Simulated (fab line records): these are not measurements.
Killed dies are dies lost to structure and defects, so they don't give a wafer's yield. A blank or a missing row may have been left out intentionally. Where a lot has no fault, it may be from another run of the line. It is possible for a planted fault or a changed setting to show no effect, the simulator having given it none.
One fault seen from 2 desks ; flow rit_cmos ; each desk holds nothing but its own numbers, with what lay behind them at the end

## FOR THE TOOL OWNER'S DESK: implanter-02
The tool's own readings at RIT_NWELL_IMPLANT_08: means of the sampled wafers that have a number, for each lot that ran on this tool. A lot is out of limits, marked OUT, if its mean lies more than 4 standard deviations from the usual mean; the brackets give that distance.
Columns: A = beam_energy_keV at RIT_NWELL_IMPLANT_08, usual 170.00; B = dose_ions_cm2 at RIT_NWELL_IMPLANT_08, usual 4.999e+13
lot;first seen here;A;B
L976;day 2 19:19;170.03;5.009e+13
L985;day 4 14:42;153.04 (-99 or more) OUT;5.003e+13
L988;day 5 06:55;152.94 (-99 or more) OUT;4.998e+13
L989;day 5 12:26;152.97 (-99 or more) OUT;4.994e+13
This desk's verdict: out of limits on L985, L988, L989, starting with L985 at day 4 14:42 (beam_energy_keV at RIT_NWELL_IMPLANT_08). In limits: L976.

## THE METROLOGY DESK
What the gauges read, lot by lot, whatever tool the lot ran on: means of the sampled wafers that have a number. A lot is out of limits, marked OUT, if its mean lies more than 4 standard deviations from the usual mean; the brackets give that distance.
Columns: A = FOX2_OXIDE_THK at RIT_FOX2_THK_MEAS_01, usual 349 nm; B = FIELD_OXIDE_LEFT_1_THK at RIT_FOX2_THK_MEAS_90, usual 321 nm; C = NWELL_OVL at RIT_NWELL_OVL_MEAS_06, usual 0.1 nm
lot;first seen here;A;B;C
L973;day 1 23:20;345;318;1.1
L976;day 2 16:14;356;330;0.6
L985;day 4 12:32;355;328;0.9
L986;day 4 18:55;352;324;-1.6
L987;day 4 23:14;350;323;-1.3
L988;day 5 04:44;359;332;2.3
L989;day 5 10:13;345;317;-0.5
This desk found nothing out of limits on any of the 7 lots.

## TAKEN TOGETHER
The tool owner's desk had the chance to raise an alarm at day 4 14:42 on L985, L988, L989.
At the metrology desk, nothing out of limits was observed.
The metrology desk has L985, L988, L989 on record, within its limits.
On implanter-02, each named lot ran RIT_NWELL_IMPLANT_08.

## WHAT HAD BEEN PUT IN BY THE SIMULATOR
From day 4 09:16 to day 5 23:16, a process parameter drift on implanter-02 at RIT_NWELL_IMPLANT_08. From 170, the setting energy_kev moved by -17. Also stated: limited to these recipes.
Lots struck among those shown: L985, L988, L989.
Delay in hours, fault start to first out-of-limits reading, by desk: the tool owner's desk at 5.
